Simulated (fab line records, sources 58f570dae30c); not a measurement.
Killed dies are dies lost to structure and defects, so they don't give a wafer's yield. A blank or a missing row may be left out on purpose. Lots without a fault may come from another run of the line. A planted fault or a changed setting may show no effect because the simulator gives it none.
fab line records | flow berkeley_cmos170
record lots=14 wafers=42 last_day=13
route steps=331 shown NWELL@28
lots that met no fault: from a run of the same line without faults
start_h: hours from the record's first day to the start of the lot's first wafer shown | wait_h: hours since the lot's step before | " the same as in the row above | L1.1+2: a row that stands for several wafers | - no value, or no start given | * or withheld: withheld | < > ~ a bound
route shown NAME@n: a module of which the file shows steps, and the number in the route of the first | usual: mean/standard deviation of fault-free wafers | same: alike in all rows | chamber/n: place in a boat | sites: the reading at each site | _std_site: their standard deviation | _edge_site: outer sites' mean less inner sites' | radius_mm: how far each site lies from the wafer's centre | mask NAME#n: copy n | behind: the tool/chamber that last shaped the wafer | hold: why the lot was held/for how many hours/how that ended | device: the transistor (n, p or np) that didn't switch | end of line: the same wafers' tests at the end of the route | a step without rows: its recipe alone | killed: dies lost to structure and defects at the first sort, not the wafer's yield | map: a wafer's dies, x killed, . not, _ none there
set.NAME: the setting as run; set.NAME@STEP: as run at that earlier step | model.NAME: the simulator's own value behind a step, which no gauge read
steps of the route over a sample of lots; a table a step, a row a wafer
services: from which hour (start_h, from the record's first day; less than 0 if before it) a tool's chamber was out of use, for how many hours, and why
## steps
# step UCB170_NWELL_IMPLANT_14
# recipe species=P dose_cm2=1e+13 energy_kev=150 tilt_deg=7
# usual beam_on_s=10.01/0.2 faraday_current_uA=31.7/0.61
# columns lot.wafer tool chamber start_h wait_h beam_on_s faraday_current_uA
L574.2 implanter-02 0 34.83 0.1 9.93 31.9
L574.3 " 0 " " 9.97 31.8
L574.5 " 0 " " 9.91 31.9
L575.2 implanter-01 0 43.00 0.1 10.29 30.8
L575.5 " 0 " " 9.84 32.5
L575.6 " 0 " " 10.45 30.5
L576.2 implanter-03 0 43.28 0.1 10.22 31.0
L576.3 " 0 " " 9.78 32.4
L576.5 " 0 " " 9.81 32.4
L577.1 implanter-02 0 54.49 0.1 10.05 31.5
L577.2 " 0 " " 9.85 32.1
L577.6 " 0 " " 10.05 31.7
L579.1 implanter-03 0 68.96 0.1 9.92 32.1
L579.2 " 0 " " 10.15 31.3
L579.5 " 0 " " 9.51 33.1
L578.2 implanter-02 0 69.32 0.1 10.11 31.2
L578.4 " 0 " " 10.45 30.3
L578.5 " 0 " " 10.08 31.5
L583.2 implanter-02 0 87.27 0.1 10.01 31.6
L583.4 " 0 " " 10.06 31.4
L583.6 " 0 " " 10.04 31.7
L582.2 implanter-03 0 87.55 0.1 7.65 41.3
L582.5 " 0 " " 7.59 41.6
L582.6 " 0 " " 7.55 42.2
L585.2 implanter-03 0 90.16 0.1 7.38 42.9
L585.3 " 0 " " 7.48 42.2
L585.4 " 0 " " 7.64 41.5
L590.1 implanter-01 0 119.48 0.1 10.16 31.3
L590.5 " 0 " " 9.96 32.0
L590.6 " 0 " " 10.36 30.4
L592.1 implanter-01 0 123.37 0.1 10.02 31.6
L592.2 " 0 " " 10.07 31.5
L592.3 " 0 " " 9.89 32.2
L594.3 implanter-02 0 138.41 0.1 10.01 31.8
L594.4 " 0 " " 10.17 31.0
L594.6 " 0 " " 9.98 31.9
L596.2 implanter-02 0 151.68 0.1 9.87 32.1
L596.3 " 0 " " 10.16 31.1
L596.6 " 0 " " 10.30 30.8
L597.2 implanter-01 0 155.58 0.1 9.59 33.0
L597.5 " 0 " " 9.90 32.1
L597.6 " 0 " " 10.02 31.6
# step UCB170_NWELL_TW_MEAS_16
# usual NWELL_TW=1254/12
# columns lot.wafer tool chamber start_h wait_h NWELL_TW
L574.2 film_metro-02 - 35.13 0.1 1247
L574.3 " - " " 1243
L574.5 " - " " 1240
L575.2 film_metro-04 - 43.24 0.1 1272
L575.5 " - " " 1268
L575.6 " - " " 1269
L576.2 film_metro-02 - 43.51 0.1 1248
L576.3 " - " " 1236
L576.5 " - " " 1241
L577.1 film_metro-02 - 54.74 0.1 1242
L577.2 " - " " 1249
L577.6 " - " " 1244
L579.1 film_metro-04 - 69.21 0.1 1275
L579.2 " - " " 1264
L579.5 " - " " 1273
L578.2 film_metro-02 - 69.55 0.1 1250
L578.4 " - " " 1244
L578.5 " - " " 1238
L583.2 film_metro-01 - 87.51 0.1 1260
L583.4 " - " " 1260
L583.6 " - " " 1264
L582.2 film_metro-04 - 87.78 0.1 1167
L582.5 " - " " 1165
L582.6 " - " " 1169
L585.2 film_metro-02 - 90.39 0.1 1146
L585.3 " - " " 1142
L585.4 " - " " 1141
L590.1 film_metro-01 - 119.73 0.1 1267
L590.5 " - " " 1258
L590.6 " - " " 1265
L592.1 film_metro-02 - 123.62 0.1 1242
L592.2 " - " " 1245
L592.3 " - " " 1243
L594.3 film_metro-01 - 138.63 0.1 1264
L594.4 " - " " 1271
L594.6 " - " " 1257
L596.2 film_metro-02 - 151.91 0.1 1255
L596.3 " - " " 1247
L596.6 " - " " 1240
L597.2 film_metro-01 - 155.81 0.1 1253
L597.5 " - " " 1253
L597.6 " - " " 1259
## services
# columns tool chamber start_h hours kind
implanter-03 - 10.94 5.1 pm
implanter-03 - 55.93 3.4 repair
implanter-01 - 96.25 5.2 repair
implanter-03 - 100.79 1.6 repair
implanter-02 - 107.69 4.9 repair
implanter-03 - 135.45 9.0 pm
implanter-01 - 150.61 1.9 repair
## key
first_sign step=UCB170_NWELL_IMPLANT_14 reading=faraday_current_uA direction=up sigmas=17 usual=31.7 struck=41.9
effect step=UCB170_NWELL_IMPLANT_14 reading=beam_on_s direction=down sigmas=12 usual=10.01 struck=7.55
effect step=UCB170_NWELL_TW_MEAS_16 reading=NWELL_TW direction=down sigmas=8.2 usual=1254 struck=1155
met_at UCB170_NWELL_IMPLANT_14
struck_lots L582,L585
tester_left_out L582,L585
onset_between 68.96 87.55
fault kind=process_parameter_drift tool=implanter-03 chamber=- onset_h=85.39 steps=UCB170_NWELL_IMPLANT_14 channel=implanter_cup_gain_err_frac offset=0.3 shape=step end_h=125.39
# tester_left_out: of these lots the tester's yield and bins aren't shown, on N5 and GAA mostly nor the transistor test; their killed dies are dies lost to structure and defects alone, not to doping, threshold or leakage, so they don't give the yield
